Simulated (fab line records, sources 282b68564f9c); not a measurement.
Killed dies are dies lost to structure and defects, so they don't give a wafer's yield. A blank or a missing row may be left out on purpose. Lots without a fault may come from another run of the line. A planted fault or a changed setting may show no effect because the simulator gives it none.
A sampling plan put to the test | flow rit_cmos | one fab line, 12 faults that these records tell of, each judged on the records of the lots that it struck
The plan is the line's own looks: the steps of the route at which a gauge or an inspection reads the wafer and doesn't change it. A look can be judged if struck wafers have a number there and the file gives its usual mean and standard deviation on fault-free wafers. Caught: at a look after the fault's first step, the mean of the struck wafers lies 4 or more of those standard deviations (sigma) from the usual mean. On the tool: the same test on the tool's own readings at the fault's steps. Another recipe on the struck wafers, or a record that is blank for them alone, also counts as caught.

THE FAULTS, as the simulator had put them in
1. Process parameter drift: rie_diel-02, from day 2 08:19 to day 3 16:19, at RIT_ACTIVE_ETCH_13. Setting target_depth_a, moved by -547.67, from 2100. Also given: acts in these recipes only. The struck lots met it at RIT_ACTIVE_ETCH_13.
2. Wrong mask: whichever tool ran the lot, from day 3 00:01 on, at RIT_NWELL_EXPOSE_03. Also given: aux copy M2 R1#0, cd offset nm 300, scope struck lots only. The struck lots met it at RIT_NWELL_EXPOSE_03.
3. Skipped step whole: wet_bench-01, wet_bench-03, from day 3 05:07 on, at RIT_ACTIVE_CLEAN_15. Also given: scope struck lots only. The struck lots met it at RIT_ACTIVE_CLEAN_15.
4. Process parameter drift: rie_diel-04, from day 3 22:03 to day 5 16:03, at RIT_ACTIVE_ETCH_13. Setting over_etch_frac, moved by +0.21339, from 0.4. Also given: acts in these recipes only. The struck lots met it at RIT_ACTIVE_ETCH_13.
5. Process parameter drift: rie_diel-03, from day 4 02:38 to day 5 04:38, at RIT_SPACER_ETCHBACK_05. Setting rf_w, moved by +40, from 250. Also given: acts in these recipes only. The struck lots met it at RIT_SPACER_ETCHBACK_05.
6. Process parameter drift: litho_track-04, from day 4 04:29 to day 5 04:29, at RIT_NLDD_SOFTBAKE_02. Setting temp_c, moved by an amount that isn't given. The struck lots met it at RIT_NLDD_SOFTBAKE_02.
7. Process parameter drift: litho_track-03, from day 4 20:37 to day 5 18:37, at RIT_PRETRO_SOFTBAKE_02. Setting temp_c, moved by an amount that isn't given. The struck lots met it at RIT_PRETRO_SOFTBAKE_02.
8. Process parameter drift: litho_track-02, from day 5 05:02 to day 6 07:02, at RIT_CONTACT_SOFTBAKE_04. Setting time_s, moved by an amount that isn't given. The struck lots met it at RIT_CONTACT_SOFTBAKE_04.
9. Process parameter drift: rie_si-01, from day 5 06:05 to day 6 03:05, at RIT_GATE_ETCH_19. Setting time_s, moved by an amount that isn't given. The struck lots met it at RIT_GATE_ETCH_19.
10. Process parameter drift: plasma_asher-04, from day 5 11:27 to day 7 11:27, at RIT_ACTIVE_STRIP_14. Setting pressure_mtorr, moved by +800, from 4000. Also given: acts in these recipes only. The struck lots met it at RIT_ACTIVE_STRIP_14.
11. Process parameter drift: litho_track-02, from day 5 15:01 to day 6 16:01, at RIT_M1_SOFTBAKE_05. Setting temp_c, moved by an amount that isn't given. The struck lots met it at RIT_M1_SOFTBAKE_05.
12. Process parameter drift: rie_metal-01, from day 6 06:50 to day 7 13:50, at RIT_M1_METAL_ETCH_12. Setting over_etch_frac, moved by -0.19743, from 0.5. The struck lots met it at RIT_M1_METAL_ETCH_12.

WHAT THE PLAN SAW
fault | on the tool itself                               | first look that catches it                   | reading, sigma | median hours from its first step to that look | hours from the fault's start to the first struck lot there | judged looks passed uncaught
1     | oes_product_au +10 sigma                         | not the one look that can be judged after it | -              | -                                             | -                                                          | 1
2     | no reading that can be judged                    | no look after it can be judged               | -              | -                                             | -                                                          | 0
3     | the tool's record is blank for the struck wafers | no look after it can be judged               | -              | -                                             | -                                                          | 0
4     | oes_product_au -4.3 sigma                        | no look after it can be judged               | -              | -                                             | -                                                          | 0
5     | rf_fwd_power_W +51 sigma                         | no look after it can be judged               | -              | -                                             | -                                                          | 0
6     | heater_power_total_W +8.1 sigma                  | no look after it can be judged               | -              | -                                             | -                                                          | 0
7     | heater_power_total_W +20 sigma                   | no look after it can be judged               | -              | -                                             | -                                                          | 0
8     | run_length_s +15 sigma                           | no look after it can be judged               | -              | -                                             | -                                                          | 0
9     | run_length_s +46 sigma                           | no look after it can be judged               | -              | -                                             | -                                                          | 0
10    | chamber_pressure_mTorr +99 or beyond sigma       | no look after it can be judged               | -              | -                                             | -                                                          | 0
11    | heater_power_total_W +31 sigma                   | no look after it can be judged               | -              | -                                             | -                                                          | 0
12    | oes_product_au +5.2 sigma                        | no look after it can be judged               | -              | -                                             | -                                                          | 0
A dash: the fault isn't caught, or these records don't give the number.

Caught at a look: 0 of 12. Caught on the tool: 11 of 12. By one or the other: 11 of 12.
Caught on the tool alone: faults 1, 3, 4, 5, 6, 7, 8, 9, 10, 11, 12.
Caught by neither: fault 2.
